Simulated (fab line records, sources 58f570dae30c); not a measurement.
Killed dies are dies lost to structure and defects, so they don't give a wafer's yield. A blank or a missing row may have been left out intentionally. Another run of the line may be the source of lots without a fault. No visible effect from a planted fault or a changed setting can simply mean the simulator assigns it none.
Split-lot study + flow berkeley_cmos170 + 5 lots, 23 wafers read, on a route of 331 steps

## THE SPLIT ITSELF
At UCB170_GATE_COAT_07 (resist thk 900 nm), the setting spin_rpm was moved away from the recipe's 1500 rpm on 10 of the 23 wafers read, by -7.3% to +5.4%. This setting was run at the recipe's value on the other wafers.

The split's own step is where the reading is taken.

## THE READING
KrF_of_GATE_COAT_07.thk_nm (the simulator's own value, which no gauge read), in nm, at UCB170_GATE_COAT_07 (resist thk 900 nm). The file does not state a usual value for it. The 13 wafers here that ran the recipe average 899.2 nm, standard deviation 2.7 nm.

| wafer  | tool, chamber at the split | spin_rpm as run, rpm | against the recipe | KrF_of_GATE_COAT_07.thk_nm, nm | against lot-mates on the recipe |
|--------|----------------------------|----------------------|--------------------|--------------------------------|---------------------------------|
| L075.1 | litho_track-02, 0          | 1500                 | recipe             | 898                            | -                               |
| L075.2 | litho_track-02, 0          | 1401                 | -6.6%              | 934.2                          | +37.3                           |
| L075.4 | litho_track-02, 0          | 1401                 | -6.6%              | 928.3                          | +31.4                           |
| L075.5 | litho_track-02, 0          | 1500                 | recipe             | 896.1                          | -                               |
| L075.6 | litho_track-02, 0          | 1500                 | recipe             | 896.5                          | -                               |
| L076.1 | litho_track-04, 0          | 1390                 | -7.3%              | 931                            | +33.5                           |
| L076.2 | litho_track-04, 0          | 1500                 | recipe             | 895.5                          | -                               |
| L076.3 | litho_track-04, 0          | 1500                 | recipe             | 897.4                          | -                               |
| L076.4 | litho_track-04, 0          | 1390                 | -7.3%              | 935.4                          | +37.9                           |
| L076.6 | litho_track-04, 0          | 1500                 | recipe             | 899.7                          | -                               |
| L082.1 | litho_track-01, 0          | 1500                 | recipe             | 902.6                          | -                               |
| L082.3 | litho_track-01, 0          | 1575                 | +5.0%              | 879.4                          | -23.1                           |
| L082.4 | litho_track-01, 0          | 1575                 | +5.0%              | 879.5                          | -23.0                           |
| L082.5 | litho_track-01, 0          | 1575                 | +5.0%              | 878.3                          | -24.2                           |
| L082.6 | litho_track-01, 0          | 1500                 | recipe             | 902.5                          | -                               |
| L085.1 | litho_track-02, 0          | 1500                 | recipe             | 898.7                          | -                               |
| L085.2 | litho_track-02, 0          | 1500                 | recipe             | 897.1                          | -                               |
| L085.4 | litho_track-02, 0          | 1500                 | recipe             | 900.1                          | -                               |
| L080.1 | litho_track-04, 0          | 1581                 | +5.4%              | 877.8                          | -25.0                           |
| L080.2 | litho_track-04, 0          | 1581                 | +5.4%              | 878.7                          | -24.0                           |
| L080.3 | litho_track-04, 0          | 1500                 | recipe             | 904.2                          | -                               |
| L080.4 | litho_track-04, 0          | 1500                 | recipe             | 901.3                          | -                               |
| L080.6 | litho_track-04, 0          | 1581                 | +5.4%              | 877.3                          | -25.5                           |

THE FIT
A straight line over all 23 wafers: KrF_of_GATE_COAT_07.thk_nm changes by -4.4 nm for each +1% of spin_rpm; r = -0.99; the points scatter about the line by 2.7 nm.
The same after taking each lot's own level away (the mean of its wafers on the recipe; 23 wafers): -4.85 nm for each +1%; r = -1.00; scatter 1.7 nm.
The reading moves by 36 nm for the largest change in spin_rpm, on that fit.
From 896.87 to 902.75 nm: that is the span of the lots' own levels, equal to 2.2 times the standard deviation above.
So the lot-to-lot level changes the slope little: the two slopes agree.
Check: +36.7 nm against its lot-mates is what the line predicts for one of the wafers moved furthest among these (-7.3%) when that wafer is left out of the fit. It came out at +33.5 nm against them.

## ADDITIONAL SPLITS CARRIED BY THESE WAFERS
Other splits were also applied to these wafers ahead of the reading. Each is held against what the fit with the lots' levels taken away leaves over:
| other split on the same wafers         | wafers away from the commonest value | r with KrF_of_GATE_COAT_07.thk_nm (lot level and that fit taken away) |
|----------------------------------------|--------------------------------------|-----------------------------------------------------------------------|
| UCB170_NWELL_CVD_04 temp_c             | 15                                   | +0.12                                                                 |
| UCB170_NWELL_PEB_10 peb_temp_c         | 7                                    | -0.06                                                                 |
| UCB170_PWELL_OXIDATION_02 temp_c       | 18                                   | -0.18                                                                 |
| UCB170_PWELL_DEVELOP_12 develop_time_s | 7                                    | +0.24                                                                 |
| UCB170_ACTIVE_COAT_08 resist_thk_nm    | 7                                    | +0.02                                                                 |
| UCB170_ACTIVE_ETCH_15 time_s           | 7                                    | -0.06                                                                 |
| UCB170_PFIELD_IMPLANT_07 dose_cm2      | 8                                    | -0.16                                                                 |

## FILE'S OWN FIT
KrF_of_GATE_COAT_07.thk_nm changes by -4.88 nm for each +1% of spin_rpm, r = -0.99.
